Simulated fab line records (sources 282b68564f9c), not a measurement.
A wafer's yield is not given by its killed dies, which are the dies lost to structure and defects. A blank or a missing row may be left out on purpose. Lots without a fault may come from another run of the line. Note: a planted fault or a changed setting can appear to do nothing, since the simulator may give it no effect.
A lot that was struck, set against a sound lot | flow ritCmos | 15 out of 202 route steps
Sound: these wafers, L579.1, L579.2, L579.5. Wafers struck: L589.2, L589.3, L589.6. At the end, the cause is stated.
For every step that has rows: the tool of each side, followed by ch and its chambers, followed by its first start. Under that, the readings that differ: sound wafers | struck wafers | difference of the means | sigmas: that difference in standard deviations of wafers without a fault.
alike: same words and numbers on both sides, and readings whose means sit less than 2 such deviations apart. not compared: any withheld reading, any reading some wafer has no value for, any bound like >300 that may hide the same value, and any number with overlapping values for which the record gives no deviation.
Wherever a step has rows on one side only, a row that says differs or no value, or a row with sigmas, the two part there. Numbers that don't overlap but have no deviation are shown without sigmas and don't part them. A reading that every wafer of one side lacks parts them only if that side has two wafers or more.

first, 6 steps without rows for these wafers: RIT_CONTACT_HMDS_02 (prime time 60 s); RIT_CONTACT_COAT_03 (resist thk 1000 nm); RIT_CONTACT_SOFTBAKE_04 (time 60 s); RIT_CONTACT_EXPOSE_05 (exposes mask M11, target cd 1000 nm); RIT_CONTACT_PEB_06; RIT_CONTACT_DEVELOP_07 (develop time 120 s).
RIT_CONTACT_CD_MEAS_08: target cd 1000 nm.
  sound on cdSem-01 at day 3 21:13; struck on cdSem-02 at day 6 00:05
  alike: cdNm
RIT_CONTACT_OVL_MEAS_09:
  sound on overlay-01 at day 3 21:20; struck on overlay-02 at day 6 00:11
  alike: CONTACT_OVL
then, 1 step without rows for these wafers: RIT_CONTACT_HARDBAKE_10 (time 60 s).
RIT_CONTACT_ETCH_11: etches SiO2 in CHF3/CF4/Ar, stops on TiSi2, target depth 480 nm, time 320 s.
  sound on rieDiel-02 ch 0,1,2, day 3 21:32; struck on rieDiel-03 ch 1,3, day 6 00:22
  alike: drypumpMotorCurrentA, oesProductAu, throttleValvePct
  not compared: rfHoursCounterH
RIT_CONTACT_STRIP_12: strips in O2, time 180 s.
  sound on plasmaAsher-04 ch 0,1, day 3 21:43; struck on plasmaAsher-03 ch 0, day 6 00:34
  alike: drypumpMotorCurrentA
  not compared: rfHoursCounterH
RIT_CONTACT_CD_MEAS_90: target cd 1000 nm.
  sound on cdSem-02 at day 3 21:54; struck on cdSem-02 at day 6 00:46
  alike: cdNm
RIT_CONTACT_CLEAN_13: cleans in SC1, time 600 s.
  sound on wetBench-04 ch 3, day 3 22:01; struck on wetBench-04 ch 0, day 6 00:52
reading        | sound       | struck      | difference | sigmas
runLengthS (s) | 633 633 633 | 657 657 657 | +24        | +8
  alike: bathHeatDutyPct
then, 1 step without rows for these wafers: RIT_CONTACT_CLEAN_14 (cleans in SC2, time 600 s).
RIT_M1_PROBE_99:
  record: rows for the struck wafers here (prober-01, day 6 05:17), none for the sound ones

## WHERE THEY PART
At RIT_CONTACT_CLEAN_13 first; at RIT_M1_PROBE_99 last (within this record only).

WHY: what the simulator had put in
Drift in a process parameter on wetBench-04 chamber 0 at RIT_CONTACT_CLEAN_13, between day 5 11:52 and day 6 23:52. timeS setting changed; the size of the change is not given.
